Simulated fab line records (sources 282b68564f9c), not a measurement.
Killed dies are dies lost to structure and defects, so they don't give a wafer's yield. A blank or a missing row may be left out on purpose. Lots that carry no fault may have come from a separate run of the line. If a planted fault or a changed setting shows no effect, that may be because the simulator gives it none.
A lot that was struck, set against a sound lot | flow rit cmos | 26 steps out of a route of 202
Sound: the wafers L573.2, L573.4, L573.6. Struck: wafers L565.2, L565.3, L565.5. The cause is given at the end.
At each step with rows: each side's tool, then ch and its chambers, then its first start. Under that, the readings that differ: sound wafers | struck wafers | difference of the means | sigmas: that difference in standard deviations of wafers without a fault.
alike: readings with means less than 2 such deviations apart, plus words and numbers identical on both sides. not compared: withheld readings, readings lacking a value on some wafer, bounds such as >300 that could conceal the same value, and numbers that have no deviation in the record and whose values overlap.
A row with sigmas, a row that says differs or no value, or rows on one side alone: a step with any of these is where the two part. Numbers that have no deviation but don't overlap get no sigmas and don't part them. A reading that every wafer of one side lacks parts them only if that side has two wafers or more.

first, 1 step without rows for these wafers: RIT_SPACER_CVD_03 (deposits Si3N4 from SiH2Cl2/NH3, target thk 250 nm, time 3300 s).
RIT_SPACER_THK_MEAS_04:
  sound on film metro-04, day 6 02:45; struck on film metro-04, day 4 10:38
  alike: SPACER_NITRIDE_THK
RIT_SPACER_ETCHBACK_05: etches Si3N4 in SF6/CHF3, stops on SiO2, target depth 250 nm, time 240 s.
  sound on rie diel-04 ch 0,1,3, day 6 02:48; struck on rie diel-02 ch 0,2,3, day 4 10:41
  alike: SF6_flow_sccm, drypump motor current A, oes product au, throttle valve pct
  not compared: rf hours counter h
then, 6 steps without rows for these wafers: RIT_NSD_HMDS_00 (prime time 60 s); RIT_NSD_COAT_01 (resist thk 1000 nm); RIT_NSD_SOFTBAKE_02 (time 60 s); RIT_NSD_EXPOSE_03 (exposes mask M9, target cd 40700 nm); RIT_NSD_PEB_04; RIT_NSD_DEVELOP_05 (develop time 50 s).
RIT_NSD_OVL_MEAS_06:
  sound on overlay-02, day 6 04:01; struck on overlay-02, day 4 11:41
  alike: NSD_OVL
then, 2 steps without rows for these wafers: RIT_NSD_HARDBAKE_07 (time 60 s); RIT_NSD_IMPLANT_08.
RIT_NSD_STRIP_09: strips in O2, time 180 s.
  sound on plasma asher-02 ch 0,1, day 6 04:20; struck on plasma asher-04 ch 0,1, day 4 12:03
  no value came back on the struck wafers for chamber pressure mTorr (mTorr), drypump motor current A (A), time s (s); on the sound wafers chamber pressure mTorr (mTorr) reads 4004 4003 4009
  reading                                  | sound | struck            | difference | sigmas
  model.NOVOLAK_of_NSD_COAT_01.thk nm (nm) | 0 0 0 | 884.4 883.9 885.3 | +884.5     |
  not compared: rf hours counter h
RIT_NSD_TW_MEAS_10:
  sound on film metro-01, day 6 04:31; struck on film metro-03, day 4 12:14
  alike: NSD_TW
then, 6 steps without rows for these wafers: RIT_PSD_HMDS_00 (prime time 60 s); RIT_PSD_COAT_01 (resist thk 1000 nm); RIT_PSD_SOFTBAKE_02 (time 60 s); RIT_PSD_EXPOSE_03 (exposes mask M10, target cd 40900 nm); RIT_PSD_PEB_04; RIT_PSD_DEVELOP_05 (develop time 50 s).
RIT_PSD_OVL_MEAS_06:
  sound on overlay-01, day 6 05:26; struck on overlay-02, day 4 13:23
  reading      | sound          | struck      | difference | sigmas
  PSD_OVL (nm) | -0.1 -3.7 -1.3 | 0.1 3.0 1.9 | +3.4       | +2
then, 2 steps without rows for these wafers: RIT_PSD_HARDBAKE_07 (time 60 s); RIT_PSD_IMPLANT_08.
RIT_PSD_STRIP_09: strips in O2, time 180 s.
  sound on plasma asher-02 ch 0,1, day 6 05:46; struck on plasma asher-01 ch 0,1, day 4 13:50
  alike: chamber pressure mTorr, drypump motor current A
  not compared: rf hours counter h
RIT_PSD_TW_MEAS_10:
  sound on film metro-03, day 6 05:56; struck on film metro-03, day 4 14:01
  reading | sound          | struck   | difference | sigmas
  PSD_TW  | 3374 3379 3389 | 30 30 30 | -3351      | -80
then, 1 step without rows for these wafers: RIT_SDANNEAL_CLEAN_00 (cleans in SC1, time 600 s).

## WHERE THEY PART
Earliest at RIT_NSD_STRIP_09; latest, in this record, at RIT_PSD_TW_MEAS_10.

WHY: what had been put in by the simulator
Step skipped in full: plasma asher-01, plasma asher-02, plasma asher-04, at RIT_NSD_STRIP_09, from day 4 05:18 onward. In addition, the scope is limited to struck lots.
